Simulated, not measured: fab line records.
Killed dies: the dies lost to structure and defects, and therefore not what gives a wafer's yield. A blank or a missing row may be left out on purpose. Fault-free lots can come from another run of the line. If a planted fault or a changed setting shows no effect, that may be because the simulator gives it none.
A struck lot beside a sound one | flow berkeleyCmos170 | 14 steps out of a route of 331
Sound: the wafers L590.1, L590.3, L590.5. The struck wafers were L603.3, L603.4, L603.5. The cause is named last.
For every step that has rows: the tool of each side, followed by ch and its chambers, followed by its first start. Under that, the readings that differ: sound wafers | struck wafers | difference of the means | sigmas: that difference in standard deviations of wafers without a fault.
alike: same words and numbers on both sides, and readings whose means sit less than 2 such deviations apart. not compared: any withheld reading, any reading some wafer has no value for, any bound like >300 that may hide the same value, and any number with overlapping values for which the record gives no deviation.
The two part at a step that has a row with sigmas, a row that says differs or no value, or rows on one side only. Numbers that don't overlap but have no deviation are shown without sigmas and don't part them. A reading missing from all wafers of one side parts the sides only when that side holds two or more wafers.

UCB170_ACTIVE_THK_MEAS_03:
  struck on filmMetro-03, day 8 06:35; sound on filmMetro-03, day 5 14:38
  alike: ACTIVE_OXIDE_THK
then, 2 steps without rows for these wafers: UCB170_ACTIVE_ANNEAL_04 (time 900 s); UCB170_ACTIVE_CVD_05 (deposits Si3N4 from SiH2Cl2/NH3, target thk 220 nm, time 3300 s).
UCB170_ACTIVE_THK_MEAS_06:
  struck on filmMetro-03, day 8 11:56; sound on filmMetro-03, day 5 20:46
  alike: ACTIVE_NITRIDE_THK
then, 6 steps without rows for these wafers: UCB170_ACTIVE_HMDS_07 (prime time 60 s); UCB170_ACTIVE_COAT_08 (resist thk 900 nm); UCB170_ACTIVE_SOFTBAKE_09 (time 60 s); UCB170_ACTIVE_EXPOSE_10 (exposes mask ACTIVE, target cd 1200 nm); UCB170_ACTIVE_PEB_11; UCB170_ACTIVE_DEVELOP_12 (develop time 45 s).
UCB170_ACTIVE_CD_MEAS_13: target cd 1200 nm.
  struck on cdSem-01, day 8 13:24; sound on cdSem-01, day 5 22:22
  alike: cdNm
UCB170_ACTIVE_OVL_MEAS_14:
  struck on overlay-01, day 8 13:29; sound on overlay-01, day 5 22:29
  alike: ACTIVE_OVL
UCB170_ACTIVE_ETCH_15: etches Si3N4 in CH3F/Ar/O2, stops on SiO2, target depth 242 nm, time 151 s.
  sound on rieDiel-03 ch 2,3, day 5 22:31; struck on rieDiel-01 ch 1,2,3, day 8 13:31
reading             | sound             | struck            | difference | sigmas
oesProductAu (a.u.) | 0.919 0.930 0.927 | 1.000 0.981 0.990 | +0.065     | +5
runLengthS (s)      | 178.7 179.0 178.6 | 171.8 172.0 171.8 | -6.9       | -16
  alike: O2_flow_sccm, drypumpMotorCurrentA, throttleValvePct
  not compared: rfHoursCounterH, model.KrF_of_ACTIVE_COAT_08.thkNm
UCB170_ACTIVE_STRIP_16: strips in O2.
  sound on plasmaAsher-02 ch 0,1, day 5 22:37; struck on plasmaAsher-02 ch 0,1, day 8 13:39
reading             | sound             | struck            | difference | sigmas
oesProductAu (a.u.) | 0.731 0.722 0.721 | 0.716 0.710 0.720 | -0.009     | -2
  alike: drypumpMotorCurrentA, stripTimeToEndpointS
  not compared: rfHoursCounterH

## WHERE THEY PART
At UCB170_ACTIVE_ETCH_15 first; at UCB170_ACTIVE_STRIP_16 last (within this record only).

WHY: what the simulator had put in
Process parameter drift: rieDiel-01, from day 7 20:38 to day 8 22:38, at UCB170_ACTIVE_ETCH_15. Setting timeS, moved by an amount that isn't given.
